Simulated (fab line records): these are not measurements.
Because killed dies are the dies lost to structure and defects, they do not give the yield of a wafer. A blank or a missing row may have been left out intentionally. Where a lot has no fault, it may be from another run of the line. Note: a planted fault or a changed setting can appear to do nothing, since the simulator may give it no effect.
A single fault, viewed from 2 desks	flow berkeley cmos170	each desk holds nothing but its own numbers, with what lay behind them at the end

## FROM THE METROLOGY DESK
What the gauges read, lot by lot, whatever tool the lot ran on: means of the sampled wafers that have a number. Any lot whose mean is over 4 standard deviations away from the usual mean is out of limits and marked OUT; that distance is given in the brackets.
Columns: A = PFIELD_OVL at UCB170_PFIELD_OVL_MEAS_06, usual -3 nm; B = cd nm at UCB170_M3_CD_MEAS_15, usual 700.0 nm
lot	first seen here	A	B
L810	day 4 04:59	-4	697.3
L812	day 4 10:14	-3	700.0
L813	day 4 15:59	-8	699.2
L814	day 4 16:17	-1	699.9
L815	day 5 01:07	2	698.6
L816	day 5 09:42	-3	697.6
L817	day 5 22:02	-3	701.3
L820	day 6 07:36	2	701.2
L823	day 6 20:03	-11	700.2
L829	day 8 13:31	6	698.7
L828	day 8 13:45	-6	698.0
L831	day 8 21:24	0	700.5
L833	day 9 12:22	-6	699.5
L832	day 9 12:23	2	702.3
This desk's verdict: no lot among the 14 shows anything out of limits.

## THE TOOL OWNER'S DESK: rie metal-02
The tool's own readings at UCB170_M2_METAL_ETCH_18 (etches Al in Cl2/BCl3, stops on SiO2, target depth 1170 nm, time 195 s): means of the sampled wafers that have a number, for each lot that ran on this tool. Any lot whose mean is over 4 standard deviations away from the usual mean is out of limits and marked OUT; that distance is given in the brackets.
Columns: A = bias w at UCB170_M2_METAL_ETCH_18, usual 119.9 W; B = chamber pressure mTorr at UCB170_M2_METAL_ETCH_18, usual 12.001 mTorr; C = drypump motor current A at UCB170_M2_METAL_ETCH_18, usual 5.8 A; D = oes product au at UCB170_M2_METAL_ETCH_18, usual 0.851 a.u.; E = throttle valve pct at UCB170_M2_METAL_ETCH_18, usual 24.35 %
lot	first seen here	A	B	C	D	E
L810	day 7 13:05	120.4	12.005	6.3	0.850	24.44
L813	day 7 20:24	120.1	12.004	6.3	0.854	24.43
L816	day 8 14:10	119.9	11.992	6.0	0.862	24.27
L817	day 9 02:55	119.4	12.011	6.6	0.843	24.59
L820	day 9 17:13	120.3	11.203 (-80) OUT	6.3	0.849	24.43
L823	day 10 05:33	119.9	10.406 (-99 or more) OUT	6.0	0.866	24.28
This desk finds L820, L823 out of limits, L820 being first, at day 9 17:13 (chamber pressure mTorr at UCB170_M2_METAL_ETCH_18). L810, L813, L816, L817 stayed within limits.

## ALL TOGETHER
The tool owner's desk could have raised an alarm at day 9 17:13, on L820, L823.
Metrology desk: nothing out of limits seen.
The metrology desk has L820, L823 on record, within its limits.
UCB170_M2_METAL_ETCH_18 was run on rie metal-02 by each of the lots named.

## WHAT THE SIMULATOR HAD PUT IN
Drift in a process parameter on rie metal-02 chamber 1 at UCB170_M2_METAL_ETCH_18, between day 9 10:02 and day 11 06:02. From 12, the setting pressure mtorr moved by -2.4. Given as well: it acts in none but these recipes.
Struck lots among those shown: L820, L823.
Delay in hours, fault start to first out-of-limits reading, by desk: the tool owner's desk at 7.
